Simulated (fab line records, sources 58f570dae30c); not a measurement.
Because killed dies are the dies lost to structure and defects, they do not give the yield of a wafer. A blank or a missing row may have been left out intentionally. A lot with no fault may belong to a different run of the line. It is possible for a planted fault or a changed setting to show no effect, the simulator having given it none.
Which tool is to blame? / flow berkeley_cmos170 / Sampling: 14 lots, 42 wafers, 6 of 331 route steps

WHAT THE GAUGES SHOWED, per wafer
UCB170_ACTIVE_THK_MEAS_06. Usual: ACTIVE_NITRIDE_THK 219.2 nm, standard deviation 2.1.
lot=L954; measured=day 4 13:58; on=film_metro-03; ACTIVE_NITRIDE_THK (nm)=220.8 220.8 218.7; flag=
lot=L955; measured=day 4 13:59; on=film_metro-02; ACTIVE_NITRIDE_THK (nm)=222.6 223.3 225.9; flag=
lot=L956; measured=day 5 04:32; on=film_metro-03; ACTIVE_NITRIDE_THK (nm)=216.7 216.2 216.7; flag=
lot=L958; measured=day 5 13:13; on=film_metro-02; ACTIVE_NITRIDE_THK (nm)=218.9 221.4 220.4; flag=
lot=L959; measured=day 5 13:14; on=film_metro-04; ACTIVE_NITRIDE_THK (nm)=219.6 219.9 219.4; flag=
lot=L960; measured=day 6 07:42; on=film_metro-04; ACTIVE_NITRIDE_THK (nm)=216.8 217.0 216.7; flag=
lot=L962; measured=day 6 13:41; on=film_metro-04; ACTIVE_NITRIDE_THK (nm)=219.1 218.4 219.7; flag=
lot=L965; measured=day 6 23:26; on=film_metro-03; ACTIVE_NITRIDE_THK (nm)=217.2 219.9 219.9; flag=
lot=L967; measured=day 7 13:05; on=film_metro-04; ACTIVE_NITRIDE_THK (nm)=214.9 217.0 215.6; flag=
lot=L969; measured=day 8 01:49; on=film_metro-03; ACTIVE_NITRIDE_THK (nm)=219.8 220.3 221.0; flag=
lot=L968; measured=day 8 01:50; on=film_metro-04; ACTIVE_NITRIDE_THK (nm)=219.7 219.7 221.1; flag=
lot=L972; measured=day 8 22:17; on=film_metro-04; ACTIVE_NITRIDE_THK (nm)=218.6 217.9 218.4; flag=
lot=L974; measured=day 9 08:05; on=film_metro-02; ACTIVE_NITRIDE_THK (nm)=220.7 220.6 220.0; flag=
lot=L976; measured=day 9 16:17; on=film_metro-02; ACTIVE_NITRIDE_THK (nm)=219.5 218.3 218.5; flag=

UCB170_GATE_THK_MEAS_02. Usual: GATE_OXIDE_THK 6.62 nm, standard deviation 0.11.
lot=L954; measured=day 6 11:32; on=film_metro-01; GATE_OXIDE_THK (nm)=6.53 6.30 6.47; flag=
lot=L955; measured=day 6 11:29; on=film_metro-01; GATE_OXIDE_THK (nm)=6.70 6.69 6.64; flag=
lot=L956; measured=day 7 09:48; on=film_metro-02; GATE_OXIDE_THK (nm)=6.62 6.63 6.53; flag=
lot=L958; measured=day 7 15:40; on=film_metro-01; GATE_OXIDE_THK (nm)=6.66 6.52 6.51; flag=
lot=L959; measured=day 7 15:40; on=film_metro-04; GATE_OXIDE_THK (nm)=6.52 6.45 6.40; flag=
lot=L960; measured=day 8 08:28; on=film_metro-01; GATE_OXIDE_THK (nm)=6.57 6.66 6.54; flag=
lot=L962; measured=day 8 08:28; on=film_metro-02; GATE_OXIDE_THK (nm)=6.70 6.67 6.75; flag=
lot=L965; measured=day 8 21:21; on=film_metro-01; GATE_OXIDE_THK (nm)=6.73 6.58 6.59; flag=
lot=L967; measured=day 9 10:50; on=film_metro-04; GATE_OXIDE_THK (nm)=6.70 6.76 6.57; flag=
lot=L969; measured=day 10 01:24; on=film_metro-01; GATE_OXIDE_THK (nm)=6.49 6.52 6.37; flag=
lot=L968; measured=day 10 01:26; on=film_metro-02; GATE_OXIDE_THK (nm)=6.50 6.58 6.61; flag=
lot=L972; measured=day 11 07:42; on=film_metro-01; GATE_OXIDE_THK (nm)=6.64 6.76 6.66; flag=
lot=L974; measured=day 11 19:13; on=film_metro-01; GATE_OXIDE_THK (nm)=6.71 6.68 6.88; flag=
lot=L976; measured=day 12 04:19; on=film_metro-02; GATE_OXIDE_THK (nm)=6.80 6.74 6.74; flag=

UCB170_PSD_TW_MEAS_10. Usual: PSD_TW 2327, standard deviation 21.
lot=L954; measured=day 7 11:31; on=film_metro-04; PSD_TW=2306 2313 2318; flag=
lot=L955; measured=day 7 11:41; on=film_metro-03; PSD_TW=2343 2347 2335; flag=
lot=L956; measured=day 8 05:36; on=film_metro-02; PSD_TW=2329 2315 2328; flag=
lot=L958; measured=day 8 12:02; on=film_metro-04; PSD_TW=2289 2286 2284; flag=
lot=L959; measured=day 8 11:56; on=film_metro-03; PSD_TW=2355 2355 2350; flag=
lot=L960; measured=day 9 06:29; on=film_metro-03; PSD_TW=2358 2349 2351; flag=
lot=L962; measured=day 9 06:10; on=film_metro-02; PSD_TW=2329 2337 2322; flag=
lot=L965; measured=day 10 01:23; on=film_metro-03; PSD_TW=2345 2359 2337; flag=
lot=L967; measured=day 10 09:13; on=film_metro-04; PSD_TW=2210 2220 2210 2224 2221 2221; flag=OFF
lot=L969; measured=day 11 03:46; on=film_metro-04; PSD_TW=2290 2294 2300; flag=
lot=L968; measured=day 11 03:37; on=film_metro-03; PSD_TW=2244 2242 2238 2236 2248 2249; flag=OFF
lot=L972; measured=day 12 09:30; on=film_metro-02; PSD_TW=2321 2334 2314; flag=
lot=L974; measured=day 12 18:46; on=film_metro-03; PSD_TW=2347 2352 2344; flag=
lot=L976; measured=day 13 03:10; on=film_metro-02; PSD_TW=2329 2330 2338; flag=

UCB170_SDANNEAL_RS_MEAS_02: the measuring method here is four-point-probe. Usual: PSD_RS 75.6 ohm/sq, standard deviation 0.34.
lot=L954; measured=day 7 17:47; on=film_metro-03; PSD_RS (ohm/sq)=75.6 75.5 75.7; flag=
lot=L955; measured=day 7 17:50; on=film_metro-02; PSD_RS (ohm/sq)=75.5 75.5 75.7; flag=
lot=L956; measured=day 8 09:32; on=film_metro-03; PSD_RS (ohm/sq)=75.7 75.7 75.5; flag=
lot=L958; measured=day 8 17:42; on=film_metro-03; PSD_RS (ohm/sq)=75.8 75.6 75.8; flag=
lot=L959; measured=day 8 17:20; on=film_metro-04; PSD_RS (ohm/sq)=75.4 75.4 75.5; flag=
lot=L960; measured=day 9 10:17; on=film_metro-03; PSD_RS (ohm/sq)=75.6 75.3 75.6; flag=
lot=L962; measured=day 9 09:45; on=film_metro-02; PSD_RS (ohm/sq)=75.4 75.6 75.5; flag=
lot=L965; measured=day 10 04:24; on=film_metro-02; PSD_RS (ohm/sq)=76.2 76.4 76.2; flag=
lot=L967; measured=day 10 19:07; on=film_metro-03; PSD_RS (ohm/sq)=77.3 77.5 77.5 77.2 77.5 77.7; flag=OFF
lot=L969; measured=day 11 06:53; on=film_metro-04; PSD_RS (ohm/sq)=75.7 75.4 75.5; flag=
lot=L968; measured=day 11 13:23; on=film_metro-02; PSD_RS (ohm/sq)=78.2 78.1 78.4 78.3 78.3 78.2; flag=OFF
lot=L972; measured=day 12 14:35; on=film_metro-04; PSD_RS (ohm/sq)=76.1 76.4 76.5; flag=
lot=L974; measured=day 13 02:34; on=film_metro-03; PSD_RS (ohm/sq)=75.7 75.5 75.3; flag=
lot=L976; measured=day 13 10:44; on=film_metro-02; PSD_RS (ohm/sq)=75.7 75.6 75.3; flag=

WHICH TOOL RAN EACH LOT (tool, then ch and the chambers of the sampled wafers, then the start)
lot=L954; UCB170_PSD_IMPLANT_08=implanter-04 ch 0, day 7 11:16; UCB170_PSD_STRIP_09=plasma_asher-03 ch 0,1, day 7 11:25
lot=L955; UCB170_PSD_IMPLANT_08=implanter-04 ch 0, day 7 11:28; UCB170_PSD_STRIP_09=plasma_asher-02 ch 0,1, day 7 11:36
lot=L956; UCB170_PSD_IMPLANT_08=implanter-04 ch 0, day 8 05:23; UCB170_PSD_STRIP_09=plasma_asher-03 ch 0,1, day 8 05:31
lot=L958; UCB170_PSD_IMPLANT_08=implanter-03 ch 0, day 8 11:47; UCB170_PSD_STRIP_09=plasma_asher-02 ch 0,1, day 8 11:56
lot=L959; UCB170_PSD_IMPLANT_08=implanter-04 ch 0, day 8 11:41; UCB170_PSD_STRIP_09=plasma_asher-03 ch 0,1, day 8 11:50
lot=L960; UCB170_PSD_IMPLANT_08=implanter-04 ch 0, day 9 06:14; UCB170_PSD_STRIP_09=plasma_asher-03 ch 0,1, day 9 06:22
lot=L962; UCB170_PSD_IMPLANT_08=implanter-04 ch 0, day 9 05:55; UCB170_PSD_STRIP_09=plasma_asher-03 ch 0,1, day 9 06:04
lot=L965; UCB170_PSD_IMPLANT_08=implanter-02 ch 0, day 10 01:10; UCB170_PSD_STRIP_09=plasma_asher-02 ch 0,1, day 10 01:17
lot=L967; UCB170_PSD_IMPLANT_08=implanter-04 ch 0, day 10 08:58; UCB170_PSD_STRIP_09=plasma_asher-03 ch 0,1, day 10 09:07
lot=L969; UCB170_PSD_IMPLANT_08=implanter-03 ch 0, day 11 03:31; UCB170_PSD_STRIP_09=plasma_asher-01 ch 0,1, day 11 03:40
lot=L968; UCB170_PSD_IMPLANT_08=implanter-04 ch 0, day 11 03:25; UCB170_PSD_STRIP_09=plasma_asher-03 ch 0,1, day 11 03:31
lot=L972; UCB170_PSD_IMPLANT_08=implanter-03 ch 0, day 12 09:16; UCB170_PSD_STRIP_09=plasma_asher-03 ch 0,1, day 12 09:23
lot=L974; UCB170_PSD_IMPLANT_08=implanter-03 ch 0, day 12 18:31; UCB170_PSD_STRIP_09=plasma_asher-01 ch 1, day 12 18:40
lot=L976; UCB170_PSD_IMPLANT_08=implanter-02 ch 0, day 13 02:55; UCB170_PSD_STRIP_09=plasma_asher-01 ch 0,1, day 13 03:04
- UCB170_PSD_IMPLANT_08
- UCB170_PSD_STRIP_09: strips in O2.

AS READ BY THE TOOLS THEMSELVES (means over the sampled wafers that have a number; for cases with no such wafer, the mark the record gives instead)
UCB170_PSD_IMPLANT_08. Usual: beam_energy_keV 20.000, standard deviation 0.0058; beam_on_s 9.97 s, standard deviation 0.2; faraday_current_uA 9285, standard deviation 190.
lot=L954; tool=implanter-04; beam_energy_keV=19.999; beam_on_s (s)=9.85; faraday_current_uA=9415; flag=
lot=L955; tool=implanter-04; beam_energy_keV=20.002; beam_on_s (s)=9.87; faraday_current_uA=9435; flag=
lot=L956; tool=implanter-04; beam_energy_keV=19.997; beam_on_s (s)=9.88; faraday_current_uA=9380; flag=
lot=L958; tool=implanter-03; beam_energy_keV=20.003; beam_on_s (s)=10.19; faraday_current_uA=9069; flag=
lot=L959; tool=implanter-04; beam_energy_keV=20.001; beam_on_s (s)=9.93; faraday_current_uA=9322; flag=
lot=L960; tool=implanter-04; beam_energy_keV=20.005; beam_on_s (s)=9.99; faraday_current_uA=9250; flag=
lot=L962; tool=implanter-04; beam_energy_keV=20.002; beam_on_s (s)=10.01; faraday_current_uA=9202; flag=
lot=L965; tool=implanter-02; beam_energy_keV=20.001; beam_on_s (s)=10.03; faraday_current_uA=9251; flag=
lot=L967; tool=implanter-04; beam_energy_keV=16.769; beam_on_s (s)=10.17; faraday_current_uA=9100; flag=OFF
lot=L969; tool=implanter-03; beam_energy_keV=19.996; beam_on_s (s)=9.95; faraday_current_uA=9284; flag=
lot=L968; tool=implanter-04; beam_energy_keV=16.777; beam_on_s (s)=9.97; faraday_current_uA=9292; flag=OFF
lot=L972; tool=implanter-03; beam_energy_keV=19.995; beam_on_s (s)=10.02; faraday_current_uA=9237; flag=
lot=L974; tool=implanter-03; beam_energy_keV=19.998; beam_on_s (s)=10.08; faraday_current_uA=9177; flag=
lot=L976; tool=implanter-02; beam_energy_keV=19.992; beam_on_s (s)=9.82; faraday_current_uA=9405; flag=

UCB170_PSD_STRIP_09. Usual: drypump_motor_current_A 5.7 A, standard deviation 0.61; oes_product_au 0.600 a.u., standard deviation 0.0051; strip_time_to_endpoint_s 29.42 s, standard deviation 0.082.
lot=L954; tool=plasma_asher-03; drypump_motor_current_A (A)=5.2; oes_product_au (a.u.)=0.599; strip_time_to_endpoint_s (s)=29.37; flag=
lot=L955; tool=plasma_asher-02; drypump_motor_current_A (A)=6.1; oes_product_au (a.u.)=0.601; strip_time_to_endpoint_s (s)=29.55; flag=
lot=L956; tool=plasma_asher-03; drypump_motor_current_A (A)=5.6; oes_product_au (a.u.)=0.608; strip_time_to_endpoint_s (s)=29.37; flag=
lot=L958; tool=plasma_asher-02; drypump_motor_current_A (A)=6.3; oes_product_au (a.u.)=0.599; strip_time_to_endpoint_s (s)=29.43; flag=
lot=L959; tool=plasma_asher-03; drypump_motor_current_A (A)=5.2; oes_product_au (a.u.)=0.602; strip_time_to_endpoint_s (s)=29.49; flag=
lot=L960; tool=plasma_asher-03; drypump_motor_current_A (A)=5.2; oes_product_au (a.u.)=0.601; strip_time_to_endpoint_s (s)=29.36; flag=
lot=L962; tool=plasma_asher-03; drypump_motor_current_A (A)=5.2; oes_product_au (a.u.)=0.602; strip_time_to_endpoint_s (s)=29.42; flag=
lot=L965; tool=plasma_asher-02; drypump_motor_current_A (A)=6.3; oes_product_au (a.u.)=0.602; strip_time_to_endpoint_s (s)=29.27; flag=
lot=L967; tool=plasma_asher-03; drypump_motor_current_A (A)=5.6; oes_product_au (a.u.)=0.617; strip_time_to_endpoint_s (s)=28.02; flag=OFF
lot=L969; tool=plasma_asher-01; drypump_motor_current_A (A)=5.6; oes_product_au (a.u.)=0.604; strip_time_to_endpoint_s (s)=29.46; flag=
lot=L968; tool=plasma_asher-03; drypump_motor_current_A (A)=5.6; oes_product_au (a.u.)=0.623; strip_time_to_endpoint_s (s)=27.83; flag=OFF
lot=L972; tool=plasma_asher-03; drypump_motor_current_A (A)=5.2; oes_product_au (a.u.)=0.605; strip_time_to_endpoint_s (s)=29.37; flag=
lot=L974; tool=plasma_asher-01; drypump_motor_current_A (A)=5.2; oes_product_au (a.u.)=0.603; strip_time_to_endpoint_s (s)=29.38; flag=
lot=L976; tool=plasma_asher-01; drypump_motor_current_A (A)=5.9; oes_product_au (a.u.)=0.594; strip_time_to_endpoint_s (s)=29.52; flag=

THE ANSWER, worked out from the rows above alone
Rule: lot off if the mean of its wafers having a number is beyond 3 standard deviations from the usual mean. A lot without any number at a reading at which 4 lots or more have one is off too. Where the step has rows for the other lots, those lots are counted as sound. First the gauges in route order, then the tools' own readings, where a lot's mean is used as printed above. At the first step where some lot is off, the reading lying furthest off is the one used; lots without a number count as furthest.
Off: at UCB170_PSD_TW_MEAS_10 (PSD_TW), L967, L968.
A tool fits if, at a process step before that reading, it ran every lot that is off, and no sound lot after the first of them. Not tried: the gauges at UCB170_PSD_TW_MEAS_10; whatever is off there is also off at UCB170_PSD_IMPLANT_08, on other tools, and gauge error can't account for it. One fits: UCB170_PSD_IMPLANT_08 on implanter-04. Its last sound lot is L960 (day 9 06:14), its first lot that is off L967 (day 10 08:58): a fault that began between those two fits.
The tool's own readings at UCB170_PSD_IMPLANT_08 bear it out: on the lots that are off they differ by more than 5 times the standard deviation of the sound lots' means. beam_energy_keV reads 16.773 there against 19.999 on the sound lots.

WHAT WAS PUT IN BY THE SIMULATOR
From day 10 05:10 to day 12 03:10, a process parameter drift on implanter-04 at UCB170_PSD_IMPLANT_08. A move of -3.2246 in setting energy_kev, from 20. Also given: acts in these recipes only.
Struck lots among those shown: L967, L968. The rule above reached the same finding.
